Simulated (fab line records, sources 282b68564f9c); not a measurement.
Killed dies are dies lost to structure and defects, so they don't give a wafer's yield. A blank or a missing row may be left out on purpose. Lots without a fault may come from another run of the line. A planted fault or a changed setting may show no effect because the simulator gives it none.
A struck lot beside a sound one | flow rit_cmos | 15 steps out of a route of 202
Sound: wafers L690.2, L690.3, L690.6. Struck: wafers L697.1, L697.3, L697.4. The cause comes at the end.
At each step with rows: each side's tool, then ch and its chambers, then its first start. Under that, the readings that differ: sound wafers | struck wafers | difference of the means | sigmas: that difference in standard deviations of wafers without a fault.
alike: readings whose means differ by less than 2 such deviations, and words and numbers that are the same on both sides. not compared: withheld readings, readings that some wafer has no value for, bounds like >300 that may hide the same value, and numbers for which the record gives no deviation and whose values overlap.
The two part at a step that has a row with sigmas, a row that says differs or no value, or rows on one side only. Numbers that don't overlap but have no deviation are shown without sigmas and don't part them. A reading that every wafer of one side lacks parts them only if that side has two wafers or more.

first, 2 steps without rows for these wafers: RIT_PWELL_PEB_04; RIT_PWELL_DEVELOP_05 (develop time 68 s).
RIT_PWELL_OVL_MEAS_06:
  sound on overlay-01, day 3 15:32; struck on overlay-02, day 5 01:31
  alike: PWELL_OVL
then, 2 steps without rows for these wafers: RIT_PWELL_HARDBAKE_07 (time 120 s); RIT_PWELL_IMPLANT_08.
RIT_PWELL_STRIP_09: strips in O2, time 180 s.
  sound on plasma_asher-02 ch 0,1, day 3 15:58; struck on plasma_asher-01 ch 0,1, day 5 02:04
  alike: drypump_motor_current_A
  not compared: rf_hours_counter_h
RIT_PWELL_TW_MEAS_10:
  sound on film_metro-02, day 3 16:08; struck on film_metro-01, day 5 02:14
  alike: PWELL_TW
then, 1 step without rows for these wafers: RIT_WELLDRIVE_ANNEAL_00 (time 14700 s).
RIT_WELLDRIVE_RS_MEAS_01: measures by four-point-probe.
  sound on film_metro-02, day 3 21:27; struck on film_metro-02, day 5 07:28
  alike: NWELL_RS
RIT_WELLDRIVE_RS_MEAS_02: measures by four-point-probe.
  sound on film_metro-02, day 3 21:34; struck on film_metro-02, day 5 07:35
  alike: PWELL_RS
then, 2 steps without rows for these wafers: RIT_NRETRO_HMDS_00 (prime time 60 s); RIT_NRETRO_COAT_01 (resist thk 1300 nm).
RIT_NRETRO_SOFTBAKE_02: time 60 s.
  sound on litho_track-01 ch 0, day 3 21:59; struck on litho_track-04 ch 0, day 5 08:00
  reading                  | sound             | struck            | difference | sigmas
  heater_power_total_W (W) | 34.53 34.59 34.60 | 35.12 35.03 34.96 | +0.46      | +10
  run_length_s (s)         | 89.21 88.92 89.20 | 86.47 86.41 86.44 | -2.67      | -12
then, 1 step without rows for these wafers: RIT_NRETRO_EXPOSE_03 (exposes mask M4, target cd 43900 nm).
RIT_M1_PROBE_99:
  sound on prober-01, day 5 01:50; struck on prober-01, day 6 13:05
  alike: killed_at_front_end, killed_dies, killed_open, killed_short

WHERE THEY PART
Only at RIT_NRETRO_SOFTBAKE_02, within this record. Later steps at which nothing parts them and some readings are alike: RIT_M1_PROBE_99.

WHY: what the simulator had put in
Process parameter drift: litho_track-04, from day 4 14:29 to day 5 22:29, at RIT_NRETRO_SOFTBAKE_02. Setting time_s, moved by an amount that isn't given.
